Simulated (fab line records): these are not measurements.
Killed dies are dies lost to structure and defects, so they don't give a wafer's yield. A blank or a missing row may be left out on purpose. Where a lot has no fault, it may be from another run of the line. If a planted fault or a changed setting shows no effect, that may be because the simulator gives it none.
A lot that was struck, set against a sound lot / flow rit cmos / 44 steps out of a route of 202
Sound: the wafers L309.2, L309.3, L309.4. Wafers struck: L317.3, L317.4, L317.6. The cause is given at the end.
Order at every step that has rows: each side's tool, ch and its chambers, its first start. Under that, the readings that differ: sound wafers / struck wafers / difference of the means / sigmas: that difference in standard deviations of wafers without a fault.
alike: same words and numbers on both sides, and readings whose means sit less than 2 such deviations apart. not compared: any withheld reading, any reading some wafer has no value for, any bound like >300 that may hide the same value, and any number with overlapping values for which the record gives no deviation.
The two part at a step that has a row with sigmas, a row that says differs or no value, or rows on one side only. Numbers that have no deviation but don't overlap get no sigmas and don't part them. Lack of a reading on every wafer of one side parts them only where that side has two or more wafers.

first, 2 steps without rows for these wafers: RIT_NLDD_HARDBAKE_07 (time 60 s); RIT_NLDD_IMPLANT_08.
RIT_NLDD_STRIP_09: strips in O2, time 180 s.
  sound on plasma asher-01 ch 0,1, day 4 08:31; struck on plasma asher-04 ch 0,1, day 5 21:28
  alike: drypump motor current A
  not compared: rf hours counter h
RIT_NLDD_TW_MEAS_10:
  struck on film metro-02, day 5 21:36; sound on film metro-01, day 4 08:42
reading=NLDD_TW; sound=2516 2501 2504; struck=2550 2550 2532; difference=+37; sigmas=+3
then, 6 steps without rows for these wafers: RIT_PLDD_HMDS_00 (prime time 60 s); RIT_PLDD_COAT_01 (resist thk 1000 nm); RIT_PLDD_SOFTBAKE_02 (time 60 s); RIT_PLDD_EXPOSE_03 (exposes mask M8, target cd 40900 nm); RIT_PLDD_PEB_04; RIT_PLDD_DEVELOP_05 (develop time 50 s).
RIT_PLDD_OVL_MEAS_06:
  struck on overlay-01, day 5 22:30; sound on overlay-01, day 4 09:37
  alike: PLDD_OVL
then, 1 step without rows for these wafers: RIT_PLDD_HARDBAKE_07 (time 60 s).
RIT_PLDD_IMPLANT_08:
  sound on implanter-02 ch 0, day 4 09:49; struck on implanter-01 ch 0, day 5 22:43
reading=beam on s (s); sound=9.86 10.07 10.05; struck=14.54 14.42 14.29; difference=+4.42; sigmas=+22
reading=faraday current uA; sound=2859 2797 2821; struck=1941 1959 1972; difference=-868; sigmas=-16
  alike: beam energy keV
RIT_PLDD_STRIP_09: strips in O2, time 180 s.
  sound on plasma asher-02 ch 0,1, day 4 09:56; struck on plasma asher-01 ch 0,1, day 5 22:53
  alike: drypump motor current A
  not compared: rf hours counter h
RIT_PLDD_TW_MEAS_10:
  struck on film metro-02, day 5 23:01; sound on film metro-02, day 4 10:07
reading=PLDD_TW; sound=2375 2362 2387; struck=2609 2598 2607; difference=+230; sigmas=+19
then, 4 steps without rows for these wafers: RIT_SPACER_CLEAN_00 (cleans in SC1, time 600 s); RIT_SPACER_CLEAN_01 (cleans in dHF, time 30 s); RIT_SPACER_CLEAN_02 (cleans in SC2, time 600 s); RIT_SPACER_CVD_03 (deposits Si3N4 from SiH2Cl2/NH3, target thk 250 nm, time 3300 s).
RIT_SPACER_THK_MEAS_04:
  struck on film metro-01, day 6 01:23; sound on film metro-02, day 4 12:30
  alike: SPACER_NITRIDE_THK
RIT_SPACER_ETCHBACK_05: etches Si3N4 in SF6/CHF3, stops on SiO2, target depth 250 nm, time 240 s.
  sound on rie diel-04 ch 0,1,3, day 4 12:33; struck on rie diel-01 ch 1,2,3, day 6 01:25
  alike: SF6_flow_sccm, drypump motor current A, oes product au, rf fwd power W, throttle valve pct
  not compared: rf hours counter h
then, 6 steps without rows for these wafers: RIT_NSD_HMDS_00 (prime time 60 s); RIT_NSD_COAT_01 (resist thk 1000 nm); RIT_NSD_SOFTBAKE_02 (time 60 s); RIT_NSD_EXPOSE_03 (exposes mask M9, target cd 40700 nm); RIT_NSD_PEB_04; RIT_NSD_DEVELOP_05 (develop time 50 s).
RIT_NSD_OVL_MEAS_06:
  struck on overlay-01, day 6 02:30; sound on overlay-02, day 4 13:33
  alike: NSD_OVL
then, 2 steps without rows for these wafers: RIT_NSD_HARDBAKE_07 (time 60 s); RIT_NSD_IMPLANT_08.
RIT_NSD_STRIP_09: strips in O2, time 180 s.
  sound on plasma asher-03 ch 0,1, day 4 13:53; struck on plasma asher-03 ch 0,1, day 6 02:53
  alike: drypump motor current A
  not compared: rf hours counter h
RIT_NSD_TW_MEAS_10:
  struck on film metro-02, day 6 03:01; sound on film metro-02, day 4 14:04
  alike: NSD_TW
then, 6 steps without rows for these wafers: RIT_PSD_HMDS_00 (prime time 60 s); RIT_PSD_COAT_01 (resist thk 1000 nm); RIT_PSD_SOFTBAKE_02 (time 60 s); RIT_PSD_EXPOSE_03 (exposes mask M10, target cd 40900 nm); RIT_PSD_PEB_04; RIT_PSD_DEVELOP_05 (develop time 50 s).
RIT_PSD_OVL_MEAS_06:
  struck on overlay-01, day 6 04:02; sound on overlay-01, day 4 15:06
reading=PSD_OVL (nm); sound=2.5 2.3 2.2; struck=0.2 -2.3 -1.4; difference=-3.5; sigmas=-3
then, 2 steps without rows for these wafers: RIT_PSD_HARDBAKE_07 (time 60 s); RIT_PSD_IMPLANT_08.
RIT_PSD_STRIP_09: strips in O2, time 180 s.
  sound on plasma asher-01 ch 0,1, day 4 15:26; struck on plasma asher-02 ch 0,1, day 6 04:25
  alike: drypump motor current A
  not compared: rf hours counter h
RIT_SDANNEAL_RS_MEAS_06: measures by four-point-probe.
  struck on film metro-04, day 6 05:19; sound on film metro-02, day 4 16:21
reading=PLDD_RS (ohm/sq); sound=178.7 178.6 178.4; struck=160.2 160.2 159.7; difference=-18.5; sigmas=-45
RIT_M1_PROBE_99:
  struck on prober-01, day 6 12:31; sound on prober-01, day 4 23:41
reading=killed_at_M0_to_M3; sound=0 0 1; struck=0 0 0; difference=+0; sigmas=-3
reading=model.etest.pmos turned.r on ohm um; sound=3487 3479 3524; struck=3063 3044 3090; difference=-431; sigmas=
reading=model.etest.pmos_0p15.r on ohm um; sound=2822 2782 2803; struck=2477 2466 2475; difference=-330; sigmas=
reading=model.etest.pldd.rs ohm sq; sound=512 510.9 524.5; struck=364.4 367.9 367.6; difference=-149.2; sigmas=
reading=model.etest.pldd.line ohm um; sound=163.7 160 164.4; struck=114 114.7 113.8; difference=-49; sigmas=
reading=model.etest.pmos turned.drive ua um; sound=187 187.3 184.7; struck=224.5 217.2 212.9; difference=+31.9; sigmas=
reading=model.etest.pmos_0p15.drive ua um; sound=249.7 253.6 250.7; struck=290.2 285.2 280.4; difference=+33.9; sigmas=
reading=model.etest.pmos_0p15.off log10 a um; sound=-10.49 -10.46 -10.6; struck=-9.459 -9.685 -9.66; difference=+0.915; sigmas=
reading=model.etest.retro edge pmos.off log10 a um; sound=-10.48 -10.43 -10.5; struck=-9.258 -9.582 -9.587; difference=+0.994; sigmas=
  alike: killed at contacts, killed at front end, killed dies, killed on rim, killed open, killed short

WHERE THEY PART
Last at RIT_M1_PROBE_99 as far as this record goes, first at RIT_NLDD_TW_MEAS_10.

WHY: whatever the simulator had introduced
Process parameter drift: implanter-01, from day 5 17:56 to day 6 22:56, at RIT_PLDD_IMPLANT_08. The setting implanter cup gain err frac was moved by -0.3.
